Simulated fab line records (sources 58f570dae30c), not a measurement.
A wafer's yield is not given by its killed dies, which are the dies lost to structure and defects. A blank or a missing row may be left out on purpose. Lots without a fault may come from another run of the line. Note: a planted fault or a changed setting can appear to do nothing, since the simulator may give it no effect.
A lot that was struck, set against a sound lot -- flow berkeley_cmos170 -- 14 steps out of a route of 331
Sound: wafers L885.1, L885.5, L885.6. Wafers struck: L877.1, L877.2, L877.6. The cause comes at the end.
Order at every step that has rows: each side's tool, ch and its chambers, its first start. Under that, the readings that differ: sound wafers -- struck wafers -- difference of the means -- sigmas: that difference in standard deviations of wafers without a fault.
alike: words and numbers the same on both sides, and readings whose means are apart by under 2 such deviations; not compared: readings that were withheld, readings missing a value for some wafer, numbers with overlapping values and no deviation given by the record, and bounds like >300 which may hide the same value.
The two part at a step that has a row with sigmas, a row that says differs or no value, or rows on one side only. Non-overlapping numbers with no deviation appear without sigmas and do not part them. Lack of a reading on every wafer of one side parts them only where that side has two or more wafers.

first, 2 steps without rows for these wafers: UCB170_ACTIVE_PEB_11; UCB170_ACTIVE_DEVELOP_12 (develop time 45 s).
UCB170_ACTIVE_CD_MEAS_13: the cd target is 1200 nm.
  sound on cd_sem-01 at day 6 20:39; struck on cd_sem-01 at day 5 01:19
  alike: cd_nm
UCB170_ACTIVE_OVL_MEAS_14:
  sound on overlay-02 at day 6 20:46; struck on overlay-01 at day 5 01:26
  alike: ACTIVE_OVL
UCB170_ACTIVE_ETCH_15: etches Si3N4 in CH3F/Ar/O2, stops on SiO2, target depth 242 nm, time 151 s.
  sound on rie_diel-03 ch 0,2,3, day 6 20:48; struck on rie_diel-03 ch 0,1,2, day 5 01:29
  alike: CH3F_flow_sccm, drypump_motor_current_A, oes_product_au, throttle_valve_pct
  not compared: rf_hours_counter_h
UCB170_ACTIVE_STRIP_16: strips in O2.
  sound on plasma_asher-01 ch 0,1, day 6 20:54; struck on plasma_asher-02 ch 0,1, day 5 01:35
  alike: drypump_motor_current_A, oes_product_au, strip_time_to_endpoint_s
  not compared: rf_hours_counter_h
UCB170_ACTIVE_CD_MEAS_90: the cd target is 1200 nm.
  sound on cd_sem-01 at day 6 21:00; struck on cd_sem-01 at day 5 01:41
  alike: cd_nm
then, 5 steps without rows for these wafers: UCB170_ACTIVE_CLEAN_17 (cleans in SPM, time 600 s); UCB170_PFIELD_HMDS_00 (prime time 60 s); UCB170_PFIELD_COAT_01 (resist thk 900 nm); UCB170_PFIELD_SOFTBAKE_02 (time 60 s); UCB170_PFIELD_EXPOSE_03 (exposes mask PFIELD, target cd 1500 nm).
UCB170_PFIELD_PEB_04:
  sound on litho_track-01 ch 0, day 6 22:12; struck on litho_track-02, day 5 03:09
  no value came back on the struck wafers for chill_plate_temp_C (C), exhaust_pa (Pa); on the sound wafers chill_plate_temp_C (C) reads 23.18 23.09 22.93
then, 1 step without rows for these wafers: UCB170_PFIELD_DEVELOP_05 (develop time 45 s).

== WHERE THEY PART ==
Only at UCB170_PFIELD_PEB_04, within this record.

WHY: the cause the simulator had injected
Whole step skipped at UCB170_PFIELD_PEB_04 on litho_track-02, starting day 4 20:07. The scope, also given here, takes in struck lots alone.
